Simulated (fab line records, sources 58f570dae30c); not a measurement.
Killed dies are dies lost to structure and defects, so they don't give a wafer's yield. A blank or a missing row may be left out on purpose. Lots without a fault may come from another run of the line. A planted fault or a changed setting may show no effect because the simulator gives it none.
A struck lot beside a sound one | flow berkeley_cmos170 | 21 steps out of a route of 331
Sound: wafers L690.2, L690.3, L690.4. Struck: wafers L692.1, L692.3, L692.5. The cause comes at the end.
At each step with rows: each side's tool, then ch and its chambers, then its first start. Under that, the readings that differ: sound wafers | struck wafers | difference of the means | sigmas: that difference in standard deviations of wafers without a fault.
alike: readings whose means differ by less than 2 such deviations, and words and numbers that are the same on both sides. not compared: withheld readings, readings that some wafer has no value for, bounds like >300 that may hide the same value, and numbers for which the record gives no deviation and whose values overlap.
The two part at a step that has a row with sigmas, a row that says differs or no value, or rows on one side only. Numbers that don't overlap but have no deviation are shown without sigmas and don't part them. A reading that every wafer of one side lacks parts them only if that side has two wafers or more.

first, 3 steps without rows for these wafers: UCB170_FIELD_WET_ETCH_04 (etches SiO2 in dHF, time 60 s); UCB170_FIELD_WET_ETCH_05 (etches Si3N4 in H3PO4, time 12600 s); UCB170_FIELD_WET_ETCH_06 (etches SiO2 in BOE, time 22 s).
UCB170_FIELD_THK_MEAS_90:
  sound on film_metro-02, day 7 23:51; struck on film_metro-02, day 8 12:14
  reading                     | sound       | struck      | difference | sigmas
  FIELD_OXIDE_LEFT_1_THK (nm) | 493 487 485 | 464 466 460 | -25        | -2
then, 2 steps without rows for these wafers: UCB170_SACOX_CLEAN_00 (cleans in dHF, time 7.5 s); UCB170_SACOX_OXIDATION_01 (target thk 14.4 nm, ox time 2400 s).
UCB170_SACOX_THK_MEAS_02:
  sound on film_metro-04, day 8 05:58; struck on film_metro-02, day 8 16:44
  alike: SACOX_OXIDE_THK
then, 2 steps without rows for these wafers: UCB170_SCREENOX_WET_ETCH_00 (etches SiO2 in dHF, time 200 s); UCB170_SCREENOX_OXIDATION_01 (target thk 14.4 nm, ox time 2400 s).
UCB170_SCREENOX_THK_MEAS_02:
  sound on film_metro-03, day 8 08:34; struck on film_metro-03, day 8 21:15
  alike: SCREENOX_OXIDE_THK
then, 2 steps without rows for these wafers: UCB170_SCREENOX_ANNEAL_03 (time 900 s); UCB170_NVT_HMDS_00 (prime time 60 s).
UCB170_NVT_COAT_01: resist thk 900 nm.
  sound on litho_track-03 ch 0, day 8 13:46; struck on litho_track-01 ch 0, day 9 03:38
  reading                              | sound                | struck               | difference | sigmas
  spin_speed_rpm (rpm)                 | 1501.3 1501.0 1501.5 | 1671.7 1670.3 1670.5 | +169.6     | +99 or more
  model.KrF_of_NVT_COAT_01.thk_nm (nm) | 903 902.7 899.7      | 849.7 848 850.2      | -52.5      |
then, 3 steps without rows for these wafers: UCB170_NVT_SOFTBAKE_02 (time 60 s); UCB170_NVT_EXPOSE_03 (exposes mask PWELL, target cd 3000 nm); UCB170_NVT_PEB_04.
UCB170_NVT_DEVELOP_05: develop time 43.97 s.
  sound on litho_track-03 ch 0; struck on litho_track-04 ch 0
  reading                              | sound             | struck            | difference | sigmas
  model.KrF_of_NVT_COAT_01.thk_nm (nm) | 888.9 888.5 885.6 | 835.5 833.8 836.1 | -52.5      |
UCB170_NVT_OVL_MEAS_06:
  sound on overlay-02, day 8 14:50; struck on overlay-02, day 9 05:30
  alike: NVT_OVL
then, 1 step without rows for these wafers: UCB170_NVT_IMPLANT_07.
UCB170_NVT_STRIP_08: strips in O2.
  sound on plasma_asher-01 ch 0,1, day 8 15:01; struck on plasma_asher-01 ch 0, day 9 05:41
  reading                      | sound             | struck            | difference | sigmas
  strip_time_to_endpoint_s (s) | 21.68 21.69 21.62 | 20.42 20.39 20.44 | -1.25      | -22
  alike: chamber_pressure_mTorr, drypump_motor_current_A, oes_product_au
  not compared: rf_hours_counter_h
UCB170_NVT_TW_MEAS_09:
  sound on film_metro-01, day 8 15:08; struck on film_metro-03, day 9 05:47
  alike: NVT_TW

WHERE THEY PART
First at UCB170_FIELD_THK_MEAS_90; last, within this record, at UCB170_NVT_STRIP_08. Later steps at which nothing parts them and some readings are alike: UCB170_NVT_TW_MEAS_09.

WHY: what the simulator had put in
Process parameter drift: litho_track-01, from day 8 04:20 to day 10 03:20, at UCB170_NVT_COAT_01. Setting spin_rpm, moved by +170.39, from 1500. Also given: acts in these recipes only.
